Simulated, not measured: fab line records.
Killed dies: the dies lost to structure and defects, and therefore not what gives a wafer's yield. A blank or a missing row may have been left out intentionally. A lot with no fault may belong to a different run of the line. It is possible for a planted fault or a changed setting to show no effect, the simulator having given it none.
Which tool was responsible? || flow berkeleyCmos170 || 7 lots with 21 wafers sampled at 4 steps, on a route of 331 steps

== WHAT THE GAUGES READ, wafer by wafer ==
UCB170_PLDD_CD_MEAS_06 targets a cd of 1200 nm.
{"lot": "L644", "measured": "day 7 11:19", "on": "cdSem-01", "cdNm (nm)": "1200.2 1200.9 1199.4"}
{"lot": "L646", "measured": "day 8 10:38", "on": "cdSem-02", "cdNm (nm)": "1200.1 1200.8 1200.8"}
{"lot": "L656", "measured": "day 10 08:32", "on": "cdSem-02", "cdNm (nm)": "1200.4 1200.1 1202.1"}
{"lot": "L659", "measured": "day 11 02:37", "on": "cdSem-01", "cdNm (nm)": "1199.7 1198.8 1200.6"}
{"lot": "L663", "measured": "day 11 22:26", "on": "cdSem-01", "cdNm (nm)": "1199.6 1198.3 1198.8"}
{"lot": "L666", "measured": "day 12 21:20", "on": "cdSem-01", "cdNm (nm)": "1200.8 1199.3 1200.8"}

== WHICH TOOL RAN EACH LOT (tool, then ch and the chambers of the sampled wafers, then the start) ==
{"lot": "L644", "UCB170_NWELL_CVD_04": "lpcvd-02 ch 1, day 2 17:14", "UCB170_PVT_STRIP_08": "plasmaAsher-03 ch 0,1, day 6 21:55", "UCB170_GATE_ETCH_14": "rieDiel-03 ch 2,3, day 7 09:44"}
{"lot": "L646", "UCB170_NWELL_CVD_04": "lpcvd-02 ch 0, day 3 10:09", "UCB170_PVT_STRIP_08": "plasmaAsher-03 ch 0,1, day 7 17:18", "UCB170_GATE_ETCH_14": "rieDiel-02 ch 0,2, day 8 08:58"}
{"lot": "L652", "UCB170_NWELL_CVD_04": "lpcvd-02 ch 1, day 4 07:54", "UCB170_PVT_STRIP_08": "-", "UCB170_GATE_ETCH_14": "-"}
{"lot": "L656", "UCB170_NWELL_CVD_04": "lpcvd-02 ch 1, day 5 01:37", "UCB170_PVT_STRIP_08": "plasmaAsher-03 ch 0,1, day 9 05:20", "UCB170_GATE_ETCH_14": "rieDiel-03 ch 1,2,3, day 10 03:52"}
{"lot": "L659", "UCB170_NWELL_CVD_04": "lpcvd-01 ch 1, day 5 21:20", "UCB170_PVT_STRIP_08": "plasmaAsher-02 ch 0,1, day 10 09:05", "UCB170_GATE_ETCH_14": "rieDiel-03 ch 0,1, day 11 00:25"}
{"lot": "L663", "UCB170_NWELL_CVD_04": "lpcvd-02 ch 1, day 6 09:40", "UCB170_PVT_STRIP_08": "plasmaAsher-02 ch 0, day 11 02:53", "UCB170_GATE_ETCH_14": "rieDiel-01 ch 0,1, day 11 21:04"}
{"lot": "L666", "UCB170_NWELL_CVD_04": "lpcvd-02 ch 0, day 7 01:35", "UCB170_PVT_STRIP_08": "plasmaAsher-01 ch 0,1, day 11 18:05", "UCB170_GATE_ETCH_14": "rieDiel-02 ch 1,2,3, day 12 19:59"}
- UCB170_NWELL_CVD_04: deposits Si3N4 from SiH2Cl2/NH3, target thk 224 nm, time 3360 s.
- UCB170_PVT_STRIP_08: strips in O2.
- UCB170_GATE_ETCH_14: etches BARC in N2/H2.

== THE ANSWER, worked out from the rows above alone ==
Rule: what is usual is taken from the lots themselves. The widest of any qualifying gaps counts: lots, ordered by their means at a reading, are off when they make up no more than a third of the lots, leave a main group of 4 or more, and stand apart from it by 3 or more times the standard deviation of that group's means. Not used: any main group whose means are identical at the precision the tables above print for the reading. Also off: a lot with no number at a reading for which 4 or more lots have one. The other lots that the step has rows for count as sound.
No lot is off at any reading shown: from this, nothing can be told.

== WHAT THE SIMULATOR PUT IN ==
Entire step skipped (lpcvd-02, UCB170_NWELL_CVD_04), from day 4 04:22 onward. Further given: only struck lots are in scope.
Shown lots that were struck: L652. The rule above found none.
